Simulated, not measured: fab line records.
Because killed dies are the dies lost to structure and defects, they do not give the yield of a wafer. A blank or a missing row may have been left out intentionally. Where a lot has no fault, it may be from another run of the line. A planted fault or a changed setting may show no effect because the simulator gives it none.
Which tool is to blame? :: flow ritCmos :: 39 wafers from 13 lots sampled at 2 of the route's 202 steps

## WHAT THE GAUGES SHOWED, per wafer
RIT_SPACER_THK_MEAS_04.
lot: L288
measured: day 3 02:32
on: filmMetro-04
SPACER_NITRIDE_THK (nm): 254.5 254.1 254.9

lot: L289
measured: day 3 09:32
on: filmMetro-01
SPACER_NITRIDE_THK (nm): 250.1 249.7 248.3

lot: L291
measured: day 3 16:20
on: filmMetro-04
SPACER_NITRIDE_THK (nm): 249.3 247.4 248.2

lot: L292
measured: day 4 05:27
on: filmMetro-01
SPACER_NITRIDE_THK (nm): 248.7 251.3 249.0

lot: L294
measured: day 4 11:14
on: filmMetro-04
SPACER_NITRIDE_THK (nm): 249.2 246.9 250.2

lot: L295
measured: day 4 15:09
on: filmMetro-04
SPACER_NITRIDE_THK (nm): 251.2 250.6 250.9

lot: L296
measured: day 5 01:02
on: filmMetro-01
SPACER_NITRIDE_THK (nm): 251.5 252.9 251.7

lot: L298
measured: day 5 07:02
on: filmMetro-03
SPACER_NITRIDE_THK (nm): 254.8 257.2 253.0

lot: L299
measured: day 5 11:34
on: filmMetro-01
SPACER_NITRIDE_THK (nm): 249.7 249.5 248.5

lot: L301
measured: day 5 21:01
on: filmMetro-03
SPACER_NITRIDE_THK (nm): 253.4 255.1 250.8

lot: L307
measured: day 7 03:58
on: filmMetro-01
SPACER_NITRIDE_THK (nm): 420.1 421.9 419.5

lot: L308
measured: day 7 09:51
on: filmMetro-03
SPACER_NITRIDE_THK (nm): 250.4 252.7 251.3

lot: L310
measured: day 7 22:58
on: filmMetro-01
SPACER_NITRIDE_THK (nm): 251.4 254.7 252.5

## TOOL THAT RAN EACH LOT (tool first, then ch and the chambers of the sampled wafers, then the start)
lot: L288
RIT_SPACER_CVD_03: lpcvd-01 ch 0, day 3 00:36

lot: L289
RIT_SPACER_CVD_03: lpcvd-01 ch 0, day 3 07:37

lot: L291
RIT_SPACER_CVD_03: lpcvd-01 ch 1, day 3 14:25

lot: L292
RIT_SPACER_CVD_03: lpcvd-02 ch 1, day 4 02:35

lot: L294
RIT_SPACER_CVD_03: lpcvd-01 ch 1, day 4 09:19

lot: L295
RIT_SPACER_CVD_03: lpcvd-02 ch 1, day 4 13:13

lot: L296
RIT_SPACER_CVD_03: lpcvd-01 ch 0, day 4 22:09

lot: L298
RIT_SPACER_CVD_03: lpcvd-02 ch 1, day 5 05:08

lot: L299
RIT_SPACER_CVD_03: lpcvd-02 ch 1, day 5 09:38

lot: L301
RIT_SPACER_CVD_03: lpcvd-02 ch 0, day 5 19:05

lot: L307
RIT_SPACER_CVD_03: lpcvd-01 ch 1, day 7 02:03

lot: L308
RIT_SPACER_CVD_03: lpcvd-02 ch 0, day 7 07:56

lot: L310
RIT_SPACER_CVD_03: lpcvd-02 ch 1, day 7 21:04
- RIT_SPACER_CVD_03: deposits Si3N4 from SiH2Cl2/NH3, target thk 250 nm, time 3300 s.

## WHAT THE TOOLS THEMSELVES READ (means of the sampled wafers that have a number; where no wafer has one, the mark that the record gives instead)
RIT_SPACER_CVD_03.
lot: L288
tool: lpcvd-01
sih2cl2FlowSccm (sccm): 59.99
spikeTcCentreC (C): 813.0
spikeTcLoadC (C): 833.9
spikeTcSourceC (C): 833.3
susceptorTempC (C): 809.7

lot: L289
tool: lpcvd-01
sih2cl2FlowSccm (sccm): 60.03
spikeTcCentreC (C): 813.5
spikeTcLoadC (C): 834.0
spikeTcSourceC (C): 835.0
susceptorTempC (C): 809.8

lot: L291
tool: lpcvd-01
sih2cl2FlowSccm (sccm): 60.05
spikeTcCentreC (C): 811.4
spikeTcLoadC (C): 835.2
spikeTcSourceC (C): 836.8
susceptorTempC (C): 809.8

lot: L292
tool: lpcvd-02
sih2cl2FlowSccm (sccm): 59.84
spikeTcCentreC (C): 810.4
spikeTcLoadC (C): 833.4
spikeTcSourceC (C): 836.0
susceptorTempC (C): 809.8

lot: L294
tool: lpcvd-01
sih2cl2FlowSccm (sccm): 59.83
spikeTcCentreC (C): 810.8
spikeTcLoadC (C): 834.0
spikeTcSourceC (C): 836.3
susceptorTempC (C): 809.7

lot: L295
tool: lpcvd-02
sih2cl2FlowSccm (sccm): 60.23
spikeTcCentreC (C): 811.0
spikeTcLoadC (C): 832.5
spikeTcSourceC (C): 835.7
susceptorTempC (C): 809.9

lot: L296
tool: lpcvd-01
sih2cl2FlowSccm (sccm): 60.05
spikeTcCentreC (C): 813.0
spikeTcLoadC (C): 834.0
spikeTcSourceC (C): 834.0
susceptorTempC (C): 810.0

lot: L298
tool: lpcvd-02
sih2cl2FlowSccm (sccm): 60.03
spikeTcCentreC (C): 811.3
spikeTcLoadC (C): 833.7
spikeTcSourceC (C): 834.9
susceptorTempC (C): 810.2

lot: L299
tool: lpcvd-02
sih2cl2FlowSccm (sccm): 59.86
spikeTcCentreC (C): 811.0
spikeTcLoadC (C): 833.1
spikeTcSourceC (C): 835.4
susceptorTempC (C): 809.9

lot: L301
tool: lpcvd-02
sih2cl2FlowSccm (sccm): 60.35
spikeTcCentreC (C): 814.6
spikeTcLoadC (C): 832.3
spikeTcSourceC (C): 830.4
susceptorTempC (C): 809.9

lot: L307
tool: lpcvd-01
sih2cl2FlowSccm (sccm): 59.90
spikeTcCentreC (C): 855.8
spikeTcLoadC (C): 880.6
spikeTcSourceC (C): 881.4
susceptorTempC (C): 854.9

lot: L308
tool: lpcvd-02
sih2cl2FlowSccm (sccm): 59.90
spikeTcCentreC (C): 815.0
spikeTcLoadC (C): 831.4
spikeTcSourceC (C): 830.4
susceptorTempC (C): 810.1

lot: L310
tool: lpcvd-02
sih2cl2FlowSccm (sccm): 60.21
spikeTcCentreC (C): 810.7
spikeTcLoadC (C): 833.9
spikeTcSourceC (C): 834.3
susceptorTempC (C): 810.2

## THE ANSWER, worked out from the rows above alone
Rule: the usual values come from the lots themselves. The widest of any qualifying gaps counts: lots, ordered by their means at a reading, are off when they make up no more than a third of the lots, leave a main group of 4 or more, and stand apart from it by 3 or more times the standard deviation of that group's means. If all means in a main group match to the digits the tables above print for the reading, that group is not used. Also off: a lot with no number at a reading for which 4 or more lots have one. Where the step has rows for the other lots, those lots are counted as sound. After the gauges, taken in route order, come the tools' own readings; for these a lot's mean is taken, as printed above. The first step at which some lot is off is used, and at that step the reading that is off furthest; a lot without a number counts as furthest.
Off: L307, seen at RIT_SPACER_THK_MEAS_04 (SPACER_NITRIDE_THK). Main group: mean 251.3 nm, sd 2.2.
If a tool, at a process step before that reading, ran all the lots that are off and no sound lot after the first of them, it fits. Not tried: the gauges at RIT_SPACER_THK_MEAS_04; whatever is off there is also off at RIT_SPACER_CVD_03, on other tools, and gauge error can't account for it. One fits: lpcvd-01 at RIT_SPACER_CVD_03. Its last sound lot is L296 (day 4 22:09), its first lot that is off L307 (day 7 02:03): a fault that began between those two fits.
The tool's own readings at RIT_SPACER_CVD_03 bear it out: on the lots that are off they differ by more than 5 times the standard deviation of the sound lots' means. spikeTcCentreC reads 855.8 C there against 812.1 C on the sound lots; spikeTcLoadC reads 880.6 C there against 833.5 C on the sound lots; spikeTcSourceC reads 881.4 C there against 834.4 C on the sound lots; susceptorTempC reads 854.9 C there against 809.9 C on the sound lots.

## WHAT THE SIMULATOR HAD INSERTED
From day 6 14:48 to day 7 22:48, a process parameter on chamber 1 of lpcvd-01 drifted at RIT_SPACER_CVD_03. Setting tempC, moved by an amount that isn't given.
Lots struck among those shown: L307. This agrees with what the rule above found.
